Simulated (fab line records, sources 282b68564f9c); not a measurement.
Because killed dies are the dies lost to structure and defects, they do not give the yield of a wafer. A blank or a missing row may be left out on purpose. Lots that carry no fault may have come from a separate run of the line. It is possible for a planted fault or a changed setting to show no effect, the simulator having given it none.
Which of the tools did it? -- flow rit_cmos -- 14 lots with 42 wafers sampled at 2 steps, on a route of 202 steps

== WHAT EACH GAUGE READ, for each wafer ==
No reading from a measuring or inspecting step in the record can be judged against a usual standard deviation.

== WHAT TOOL EACH LOT RAN ON (gives the tool, then ch and the chambers of the sampled wafers, and finally the start) ==
lot,RIT_NLDD_DEVELOP_05,RIT_M1_PROBE_99
L849,"litho_track-03 ch 0, day 2 23:00","prober-01, day 3 16:30"
L850,"litho_track-01 ch 0, day 3 05:00","prober-02, day 3 22:19"
L851,"litho_track-04 ch 0, day 3 12:00","prober-01, day 4 05:05"
L852,"litho_track-04 ch 0, day 3 17:00","prober-02, day 4 09:30"
L854,"litho_track-04 ch 0, day 3 23:00","prober-02, day 4 16:17"
L858,"litho_track-04 ch 0, day 4 18:00","prober-02, day 5 10:25"
L863,"litho_track-03 ch 0, day 5 14:00","prober-01, day 6 05:58"
L864,"litho_track-03 ch 0, day 5 21:00","prober-02, day 6 13:49"
L866,"litho_track-03 ch 0, day 6 07:00","prober-02, day 6 23:07"
L868,"litho_track-01 ch 0, day 6 16:00","prober-02, day 7 07:51"
L869,"litho_track-04 ch 0, day 6 22:00","prober-01, day 7 13:30"
L870,"litho_track-03 ch 0, day 7 01:00","prober-02, day 7 16:59"
L871,"litho_track-03 ch 0, day 7 07:00","prober-01, day 7 22:59"
L872,"litho_track-03 ch 0, day 7 11:00","prober-02, day 8 03:43"
- RIT_NLDD_DEVELOP_05: develop time 50 s.
- RIT_M1_PROBE_99

== AS READ BY THE TOOLS THEMSELVES (means over the sampled wafers that have a number; for cases with no such wafer, the mark the record gives instead) ==
RIT_NLDD_DEVELOP_05. Usual: developer_temp_C reads 23.02 C (standard deviation 0.12).
lot,tool,developer_temp_C (C),flag
L849,litho_track-03,22.97,
L850,litho_track-01,23.03,
L851,litho_track-04,23.02,
L852,litho_track-04,23.02,
L854,litho_track-04,23.90,OFF
L858,litho_track-04,24.09,OFF
L863,litho_track-03,23.16,
L864,litho_track-03,23.09,
L866,litho_track-03,23.10,
L868,litho_track-01,22.97,
L869,litho_track-04,23.01,
L870,litho_track-03,23.06,
L871,litho_track-03,23.09,
L872,litho_track-03,22.85,

RIT_M1_PROBE_99. Usual: killed_at_contacts 0.1, standard deviation 0.29; killed_at_front_end 7, standard deviation 3; killed_dies 8, standard deviation 3; killed_on_rim 2.0, standard deviation 1.5; killed_open 3.7, standard deviation 2; killed_short 3.8, standard deviation 2.1.
lot,tool,killed_at_contacts,killed_at_front_end,killed_dies,killed_on_rim,killed_open,killed_short,flag
L849,prober-01,0.0,8,8,2.3,3.7,4.3,
L850,prober-02,0.7,6,6,1.7,4.3,2.0,
L851,prober-01,0.3,6,6,0.7,2.7,3.3,
L852,prober-02,0.0,6,6,2.3,2.7,3.3,
L854,prober-02,0.0,10,10,3.0,5.7,4.3,
L858,prober-02,0.0,7,7,3.3,3.7,3.7,
L863,prober-01,0.0,5,5,0.7,2.3,2.7,
L864,prober-02,0.0,9,9,1.7,4.7,3.3,
L866,prober-02,0.3,12,12,4.7,4.7,7.7,
L868,prober-02,0.0,6,6,2.7,3.0,2.3,
L869,prober-01,0.0,8,8,2.0,4.0,4.3,
L870,prober-02,0.0,4,4,1.3,2.0,1.7,
L871,prober-01,0.0,5,5,1.7,2.7,2.3,
L872,prober-02,0.3,7,8,1.0,3.3,4.3,

== THE ANSWER, worked out from the rows above alone ==
Rule: a lot counts as off when the mean over its wafers that have a number is more than 3 standard deviations away from the usual mean. Also off: a lot with no number at a reading for which 4 or more lots have one. All remaining lots with rows at the step are treated as sound. The gauges are gone through in route order, then the tools' own readings, and for those a lot's mean is taken as printed above. The first step at which some lot is off is used, and at that step the reading that is off furthest; a lot without a number counts as furthest.
Off: L854, L858 (RIT_NLDD_DEVELOP_05, developer_temp_C).
A tool fits if, at that step or a process step before it, it ran every lot that is off, and no sound lot after the first of them. No candidate that was tried fits.

== WHAT WAS PUT IN BY THE SIMULATOR ==
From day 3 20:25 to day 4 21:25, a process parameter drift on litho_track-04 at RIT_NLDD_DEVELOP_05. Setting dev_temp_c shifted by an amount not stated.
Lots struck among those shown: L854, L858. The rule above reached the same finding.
